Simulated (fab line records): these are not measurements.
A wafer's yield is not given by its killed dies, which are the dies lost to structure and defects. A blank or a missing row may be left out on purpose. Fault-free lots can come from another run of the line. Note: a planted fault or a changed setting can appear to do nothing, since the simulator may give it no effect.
Code-filled problem report in 8D (eight disciplines) form | flow berkeley cmos170 | the parts of the form that need people (team, actions taken, sign-off) are left out

== 1. THE ISSUE ==
Wafers free of any fault read 0.0484 ohm/sq (standard deviation 0.00067) for M1_AL_RS at UCB170_M1_RS_MEAS_01, against a mean of 0.0272 ohm/sq on 6 wafers of 2 lots. Relative to the usual mean, that is a shift of -32 standard deviations.
The step: measures by four-point-probe.
Seen first at day 9 19:56 on film metro-01, wafer L184.2. The record holds 42 wafers of 14 lots with a number at this step. By rule, "out" or "out of limits" means more than 4 standard deviations away from the usual mean. The other wafers with a number count as sound.

== 2. WHAT IT IS; WHAT IT IS NOT ==
question                    | is                           | is not
which readings at this step | M1_AL_RS                     | -
which lots                  | L184, L189                   | L179, L180, L182, L185, L187, L188, L192, L193, L195, L199, L200, L201
which wafers of those lots  | all that have a number       | -
read on which gauges        | film metro-01, film metro-02 | film metro-04
when                        | from day 9 19:56             | up to then (18 sound wafers); but 18 sound wafers of L192, L193, L195, L199, L200, L201 came after

== 3. WHAT RULES OUT EACH SUSPECT ==
Counting: a tool at any process step up to the reading remains a suspect when it ran all the lots that are out and ran no sound lot after the first of those.
- the gauge at UCB170_M1_RS_MEAS_01 is ruled out. The wafers that are out were read on 2 gauges (film metro-01, film metro-02).
- pvd sputter-03 at UCB170_M1_SPUTTER_00 (material Al, target thk 600 nm, time 80 s): ruled out as a lasting fault. Sound lots L200, L199 ran on it after its first lot that is out, L184 (day 9 19:52).
Left after counting: nothing in the record.

== 4. THE CAUSE (what the simulator had put in) ==
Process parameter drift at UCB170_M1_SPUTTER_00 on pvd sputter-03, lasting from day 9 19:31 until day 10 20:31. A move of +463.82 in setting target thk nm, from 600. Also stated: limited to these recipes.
Counting ruled it out, wrongly: the rule takes a fault to strike every lot that its tool runs from its start on, and this one did not.

== 5. SEQUENCE OF EFFECTS, ordered by route ==
Each row: a reading whose mean over the struck wafers that have a number lies more than 3 standard deviations from the usual. Only readings for which the record gives a usual standard deviation are gone through. hours: the time from each lot's start at the first step in this table that gives one to its start at this step, as a median over the lots. sigmas: the change in usual standard deviations.
hours | step                    | reading              | usual         | on struck wafers | change  | sigmas
0     | UCB170_M1_RS_MEAS_01    | M1_AL_RS             | 0.0484 ohm/sq | 0.0272           | -0.0212 | -32
0     | UCB170_M1_THK_MEAS_02   | M1_AL_THK            | 604 nm        | 1067             | +463    | +53
2     | UCB170_M1_METAL_ETCH_12 | oes product au       | 0.849 a.u.    | 1.014            | +0.165  | +11
17    | UCB170_M3_PROBE_99      | defect limited yield | 98.8 %        | 0.0              | -98.8   | -99 or more
17    | UCB170_M3_PROBE_99      | killed_at_M0_to_M3   | 0.8           | 262.0            | +261.2  | +99 or more
17    | UCB170_M3_PROBE_99      | killed dies          | 3.1           | 264.0            | +260.9  | +99 or more
17    | UCB170_M3_PROBE_99      | killed on rim        | 0.9           | 70.0             | +69.1   | +70
17    | UCB170_M3_PROBE_99      | sort_bin_5_function  | 0.7 %         | 99.7             | +99.0   | +99 or more
17    | UCB170_M3_PROBE_99      | sort n pass          | 260.9         | 0.0              | -260.9  | -99 or more
17    | UCB170_M3_PROBE_99      | sort yield pct       | 98.8 %        | 0.0              | -98.8   | -99 or more
The process steps in it:
- UCB170_M1_METAL_ETCH_12: etches Al in Cl2/BCl3, stops on PSG, target depth 780 nm, time 130 s.
- UCB170_M3_PROBE_99
Later measuring or inspecting steps at which every struck wafer that the step has a row for has a number for every such reading, and none has moved that far: UCB170_M1_OVL_MEAS_10.

== 6. HOW IT WOULD HAVE BEEN CAUGHT EARLIER ==
Counted from the fault's start at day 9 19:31, it took 0 hours until the first out-of-limits reading at a measuring or inspecting step in this record, taken at day 9 19:56.
No tool reading at UCB170_M1_SPUTTER_00 that has a usual standard deviation in the record was out on any struck wafer, so an alarm limit of 4 standard deviations on those readings would not have fired.
